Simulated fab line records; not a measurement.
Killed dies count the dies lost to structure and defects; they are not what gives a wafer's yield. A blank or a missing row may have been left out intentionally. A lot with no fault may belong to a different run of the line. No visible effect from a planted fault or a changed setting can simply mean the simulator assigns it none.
A lot that was struck, set against a sound lot -- flow berkeley-cmos170 -- 22 out of 331 route steps
Sound: these wafers, L826.4, L826.5, L826.6. Wafers struck: L835.2, L835.4, L835.5. At the end, the cause is stated.
Per side, at each step with rows, come the tool, then ch with its chambers, and then its first start. Under that, the readings that differ: sound wafers -- struck wafers -- difference of the means -- sigmas: that difference in standard deviations of wafers without a fault.
alike: readings with means less than 2 such deviations apart, plus words and numbers identical on both sides. not compared: withheld readings, readings lacking a value on some wafer, bounds such as >300 that could conceal the same value, and numbers that have no deviation in the record and whose values overlap.
The two part at a step that has a row with sigmas, a row that says differs or no value, or rows on one side only. Non-overlapping numbers with no deviation appear without sigmas and do not part them. Lack of a reading on every wafer of one side parts them only where that side has two or more wafers.

UCB170_M2_OVL_MEAS_16:
  sound on overlay-02 at day 8 21:28; struck on overlay-02 at day 12 05:36
  alike: M2_OVL
UCB170_M2_ETCH_17: etches BARC in N2/H2.
  sound on rie-diel-02 ch 0,3, day 8 21:29; struck on rie-diel-04 ch 0,3, day 12 05:38
  alike: drypump-motor-current-A, oes-product-au, throttle-valve-pct
UCB170_M2_METAL_ETCH_18: etches Al in Cl2/BCl3, stops on SiO2, target depth 1170 nm, time 195 s.
  sound on rie-metal-04 ch 0,1, day 8 21:35; struck on rie-metal-02 ch 0,1, day 12 05:40
  alike: drypump-motor-current-A, oes-product-au, throttle-valve-pct
  not compared: rf-hours-counter-h
UCB170_M2_STRIP_19: strips in O2.
  sound on plasma-asher-01 ch 0,1, day 8 21:45; struck on plasma-asher-04 ch 0, day 12 05:55
reading,sound,struck,difference,sigmas
oes-product-au (a.u.),0.596 0.588 0.596,0.537 0.529 0.525,-0.063,-2
  alike: drypump-motor-current-A
  not compared: rf-hours-counter-h
UCB170_M2_CD_MEAS_90: the cd target is 700 nm.
  sound on cd-sem-02 at day 8 21:52; struck on cd-sem-01 at day 12 06:02
  alike: cd-nm
UCB170_V2_CVD_00: deposits SiO2 from TEOS/O2, target thk 2000 nm, time 250 s.
  sound on pecvd-04 ch 0,1,2, day 8 22:01; struck on pecvd-02 ch 1,2, day 12 06:08
  alike: heater-power-w, susceptor-temp-C
UCB170_V2_THK_MEAS_01:
  sound on film-metro-04 at day 8 22:07; struck on film-metro-04 at day 12 06:19
  alike: V2_TEOS_THK
then, 1 step without rows for these wafers: UCB170_V2_CMP_02 (polishes SiO2).
UCB170_V2_BOW_MEAS_03:
  sound on film-metro-02 at day 8 22:31; struck on film-metro-02 at day 12 06:41
  alike: V2_BOW
UCB170_V2_THK_MEAS_04:
  sound on film-metro-02 at day 8 22:36; struck on film-metro-02 at day 12 06:47
  alike: V2_POLISHED_THK
then, 2 steps without rows for these wafers: UCB170_V2_CLEAN_05 (cleans in DIW); UCB170_V2_HMDS_06 (prime time 60 s).
UCB170_V2_COAT_07: resist thk 900 nm.
  sound on litho-track-03 ch 0, day 8 23:12; struck on litho-track-04 ch 0, day 12 07:13
reading,sound,struck,difference,sigmas
spin-speed-rpm (rpm),1499.7 1500.8 1499.8,1560.2 1559.6 1559.1,+59.5,+60
model.KrF_of_V2_COAT_07.thk-nm (nm),895 896.2 893.5,884.5 885.2 884.9,-10.0,
then, 4 steps without rows for these wafers: UCB170_V2_SOFTBAKE_08 (time 60 s); UCB170_V2_EXPOSE_09 (exposes mask VIA2, target cd 700 nm); UCB170_V2_PEB_10; UCB170_V2_DEVELOP_11 (develop time 45 s).
UCB170_V2_CD_MEAS_12: the cd target is 700 nm.
  sound on cd-sem-01 at day 8 23:55; struck on cd-sem-02 at day 12 08:41
reading,sound,struck,difference,sigmas
cd-nm (nm),702.0 702.7 701.5,697.7 699.6 700.2,-2.9,-2
UCB170_V2_OVL_MEAS_13:
  sound on overlay-02 at day 9 00:00; struck on overlay-01 at day 12 08:47
  alike: V2_OVL
UCB170_V2_ETCH_14: etches SiO2 in CHF3/CF4/Ar, stops on Al, target depth 1250 nm, time 291 s.
  sound on rie-diel-03 ch 1,2,3, day 9 00:07; struck on rie-diel-01 ch 0,1,2, day 12 08:49
  alike: drypump-motor-current-A, oes-product-au, throttle-valve-pct
  not compared: rf-hours-counter-h, model.KrF_of_V2_COAT_07.thk-nm
UCB170_V2_STRIP_15: strips in O2.
  sound on plasma-asher-03 ch 0,1, day 9 00:14; struck on plasma-asher-04 ch 0,1, day 12 09:00
  alike: drypump-motor-current-A, oes-product-au, strip-time-to-endpoint-s
  not compared: rf-hours-counter-h
UCB170_M3_PROBE_99:
  sound wafers here have rows in the record (prober-02, day 9 03:20); struck ones have none

WHERE THEY PART
Last at UCB170_M3_PROBE_99 as far as this record goes, first at UCB170_M2_STRIP_19.

WHY: what had been put in by the simulator
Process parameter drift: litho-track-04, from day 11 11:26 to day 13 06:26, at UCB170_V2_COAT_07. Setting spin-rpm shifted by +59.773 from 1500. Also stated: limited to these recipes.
